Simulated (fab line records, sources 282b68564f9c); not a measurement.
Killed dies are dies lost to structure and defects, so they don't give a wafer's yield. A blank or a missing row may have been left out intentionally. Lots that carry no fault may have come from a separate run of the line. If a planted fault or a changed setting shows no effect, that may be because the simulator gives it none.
A struck lot beside a sound one + flow rit-cmos + 36 steps out of a route of 202
Sound: wafers L429.1, L429.3, L429.6. Wafers L418.1, L418.2, L418.5 were the ones struck. At the end, the cause is stated.
Per side, at each step with rows, come the tool, then ch with its chambers, and then its first start. Under that, the readings that differ: sound wafers + struck wafers + difference of the means + sigmas: that difference in standard deviations of wafers without a fault.
alike: a reading whose means differ by less than 2 such deviations, as well as words and numbers matching on both sides. not compared: withheld readings; readings where some wafer has no value; bounds like >300 that might hide an equal value; numbers whose values overlap and for which the record gives no deviation.
A row with sigmas, a row that says differs or no value, or rows on one side alone: a step with any of these is where the two part. When numbers do not overlap yet have no deviation, they are printed without sigmas and do not part them. Lack of a reading on every wafer of one side parts them only where that side has two or more wafers.

first, 9 steps without rows for these wafers: RIT_GATE_EXPOSE_13 (exposes mask M6, target cd 150 nm); RIT_GATE_PEB_14; RIT_GATE_DEVELOP_15 (develop time 50 s); RIT_GATE_HARDBAKE_18 (time 60 s); RIT_GATE_ETCH_19 (etches poly-Si in SF6/CHF3/O2, stops on SiO2, time 165 s, target depth 312.5 nm); RIT_GATE_STRIP_20 (strips in O2, time 180 s); RIT_REOX_CLEAN_00 (cleans in SC1, time 600 s); RIT_REOX_CLEAN_01 (cleans in dHF, time 30 s); RIT_REOX_CLEAN_02 (cleans in SC2, time 600 s).
RIT_REOX_OXIDATION_03: target thk 25.2 nm, ox time 5580 s.
  sound on furnace-04 ch 0, day 5 07:17; struck on furnace-03 ch 0, day 3 04:11
| reading                                     | sound                | struck               | difference | sigmas      |
|---------------------------------------------|----------------------|----------------------|------------|-------------|
| spike-tc-centre-C (C)                       | 902.0 902.0 899.9    | 812.2 813.1 813.1    | -88.5      | -63         |
| spike-tc-load-C (C)                         | 926.6 926.5 927.0    | 830.9 832.6 830.6    | -95.3      | -48         |
| spike-tc-source-C (C)                       | 929.8 930.4 930.4    | 835.8 835.4 835.7    | -94.6      | -59         |
| tube-center-temp-C (C)                      | 899.99 900.13 900.04 | 809.77 809.77 809.78 | -90.28     | -99 or more |
| tube_center_temp_C_max                      | 902.1 902.7 902.8    | 812.8 812.1 811.6    | -90.4      | -99 or more |
| zone-power-centre-pct (%)                   | 49.8 48.7 49.2       | 39.1 39.3 39.3       | -10.0      | -4          |
| zone-power-load-pct (%)                     | 25.0 25.3 25.6       | 18.8 18.6 18.5       | -6.7       | -6          |
| zone-power-source-pct (%)                   | 28.0 28.1 28.1       | 20.6 21.0 20.5       | -7.4       | -6          |
| model.SiO2_of_REOX_OXIDATION_03.thk-nm (nm) | 25.35 24.81 25.28    | 9.151 9.153 9.368    | -15.923    |             |
| model.poly-Si_of_GATE_CVD_08.thk-nm (nm)    | 237.6 236.1 238      | 246.1 246.3 247.2    | +9.3       |             |
RIT_REOX_THK_MEAS_04:
  struck on film-metro-03, day 3 06:44; sound on film-metro-03, day 5 09:50
| reading             | sound          | struck      | difference | sigmas |
|---------------------|----------------|-------------|------------|--------|
| REOX_OXIDE_THK (nm) | 25.3 24.9 25.3 | 9.2 9.2 9.3 | -15.9      | -33    |
then, 18 steps without rows for these wafers: RIT_NLDD_HMDS_00 (prime time 60 s); RIT_NLDD_COAT_01 (resist thk 1000 nm); RIT_NLDD_SOFTBAKE_02 (time 60 s); RIT_NLDD_EXPOSE_03 (exposes mask M7, target cd 40700 nm); RIT_NLDD_PEB_04; RIT_NLDD_DEVELOP_05 (develop time 50 s); RIT_NLDD_HARDBAKE_07 (time 60 s); RIT_NLDD_IMPLANT_08; RIT_NLDD_STRIP_09 (strips in O2, time 180 s); RIT_PLDD_HMDS_00 (prime time 60 s); RIT_PLDD_COAT_01 (resist thk 1000 nm); RIT_PLDD_SOFTBAKE_02 (time 60 s); RIT_PLDD_EXPOSE_03 (exposes mask M8, target cd 40900 nm); RIT_PLDD_PEB_04; RIT_PLDD_DEVELOP_05 (develop time 50 s); RIT_PLDD_HARDBAKE_07 (time 60 s); RIT_PLDD_IMPLANT_08; RIT_PLDD_STRIP_09 (strips in O2, time 180 s).
RIT_SPACER_CLEAN_00: cleans in SC1, time 600 s.
  sound on wet-bench-03 ch 3, day 5 12:52; struck on wet-bench-02 ch 0, day 3 09:50
| reading                                     | sound             | struck            | difference | sigmas |
|---------------------------------------------|-------------------|-------------------|------------|--------|
| model.SiO2_of_REOX_OXIDATION_03.thk-nm (nm) | 23.42 22.92 23.34 | 8.444 8.449 8.644 | -14.714    |        |
then, 4 steps without rows for these wafers: RIT_SPACER_CLEAN_01 (cleans in dHF, time 30 s); RIT_SPACER_CLEAN_02 (cleans in SC2, time 600 s); RIT_SPACER_CVD_03 (deposits Si3N4 from SiH2Cl2/NH3, target thk 250 nm, time 3226 s); RIT_SPACER_ETCHBACK_05 (etches Si3N4 in SF6/CHF3, stops on SiO2, target depth 250 nm, time 240 s).
RIT_SDANNEAL_CLEAN_02: cleans in SC2, time 600 s.
  sound on wet-bench-02 ch 0, day 5 19:25; struck on wet-bench-03 ch 1, day 3 15:50
| reading                                  | sound             | struck            | difference | sigmas |
|------------------------------------------|-------------------|-------------------|------------|--------|
| model.poly-Si_of_GATE_CVD_08.thk-nm (nm) | 169.6 166.8 168.2 | 177.9 176.7 179.2 | +9.7       |        |
RIT_M1_PROBE_99:
  struck on prober-01, day 3 23:41; sound on prober-01, day 6 03:40
| reading                             | sound             | struck            | difference | sigmas |
|-------------------------------------|-------------------|-------------------|------------|--------|
| model.etest.pmos-turned.r-on-ohm-um | 3402 3313 3416    | 2407 2470 2369    | -962       |        |
| model.etest.pmos_0p3.r-on-ohm-um    | 6227 6182 6265    | 5493 5448 5382    | -784       |        |
| model.etest.pmos_0p15.r-on-ohm-um   | 2738 2688 2717    | 2028 2086 1997    | -677       |        |
| model.etest.pldd.rs-ohm-sq          | 497.9 470.7 495.4 | 213.2 213.9 213.2 | -274.6     |        |
| model.etest.nldd.rs-ohm-sq          | 373.4 359.9 369.8 | 217.7 217.4 216.8 | -150.4     |        |
| model.etest.nmos_0p15.r-on-ohm-um   | 1078 1092 1107    | 964.3 1011 944.5  | -119.1     |        |
| model.etest.nmos_0p3.r-on-ohm-um    | 2094 2100 2131    | 2026 2039 2005    | -85        |        |
| model.etest.nmos-turned.drive-ua-um | 332.6 348.4 336.6 | 437.2 431.4 442.6 | +97.9      |        |
  alike: killed-at-front-end, killed-dies, killed-open, killed-short

== WHERE THEY PART ==
First at RIT_REOX_OXIDATION_03; last, within this record, at RIT_REOX_THK_MEAS_04. Later steps at which nothing parts them and some readings are alike: RIT_M1_PROBE_99.

WHY: whatever the simulator had introduced
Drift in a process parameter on furnace-03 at RIT_REOX_OXIDATION_03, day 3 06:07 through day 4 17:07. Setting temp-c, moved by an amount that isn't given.
